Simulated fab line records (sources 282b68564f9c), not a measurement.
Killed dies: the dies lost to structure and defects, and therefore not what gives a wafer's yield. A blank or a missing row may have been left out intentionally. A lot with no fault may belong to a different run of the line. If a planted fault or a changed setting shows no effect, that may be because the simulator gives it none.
The tool behind it: which one? | flow ritCmos | 7 lots, 21 wafers sampled, at 2 steps of a route of 202

WHAT THE GAUGES READ, wafer by wafer
RIT_ACTIVE_THK_MEAS_02.
lot  | measured    | on           | ACTIVE_OXIDE_THK (nm)
L503 | day 2 09:04 | filmMetro-04 | 46.7 47.0 45.6
L505 | day 2 18:59 | filmMetro-04 | 45.8 45.5 45.8
L507 | day 3 04:20 | filmMetro-04 | 47.0 47.0 46.8
L510 | day 3 19:05 | filmMetro-01 | 46.7 47.4 47.4
L513 | day 4 10:03 | filmMetro-03 | 45.1 45.5 45.8
L519 | day 5 16:03 | filmMetro-03 | 37.1 36.9 36.9
L521 | day 6 02:05 | filmMetro-01 | 37.7 37.8 37.9

WHICH TOOL RAN EACH LOT (tool, then ch and the chambers of the sampled wafers, then the start)
lot  | RIT_ACTIVE_OXIDATION_01
L503 | furnace-03 ch 0, day 2 07:08
L505 | furnace-01 ch 0, day 2 17:01
L507 | furnace-04 ch 0, day 3 02:23
L510 | furnace-03 ch 0, day 3 17:07
L513 | furnace-01 ch 0, day 4 08:07
L519 | furnace-03 ch 0, day 5 14:07
L521 | furnace-03 ch 0, day 6 00:07
- RIT_ACTIVE_OXIDATION_01: target thk 46.8 nm, ox time 3360 s.

THE ANSWER, worked out from the rows above alone
Rule: what is usual is taken from the lots themselves. The widest of any qualifying gaps counts: lots, ordered by their means at a reading, are off when they make up no more than a third of the lots, leave a main group of 4 or more, and stand apart from it by 3 or more times the standard deviation of that group's means. A main group whose means are all the same, to the digits that the tables above print for the reading, isn't used. A lot without any number at a reading at which 4 lots or more have one is off too. Any other lot the step has rows for is counted as sound.
Off: at RIT_ACTIVE_THK_MEAS_02 (ACTIVE_OXIDE_THK), L519, L521. Mean 46.3 nm and standard deviation 0.67 in the main group.
If a tool, at a process step before that reading, ran all the lots that are off and no sound lot after the first of them, it fits. The gauges at RIT_ACTIVE_THK_MEAS_02 are tried like those tools. One fits: RIT_ACTIVE_OXIDATION_01 on furnace-03. Its last sound lot is L510 (day 3 17:07), its first lot that is off L519 (day 5 14:07): a fault that began between those two fits.

WHAT HAD BEEN PUT IN BY THE SIMULATOR
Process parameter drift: furnace-03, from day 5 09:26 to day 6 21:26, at RIT_ACTIVE_OXIDATION_01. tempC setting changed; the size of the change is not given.
Struck lots among those shown: L519, L521. Same finding as the rule above.
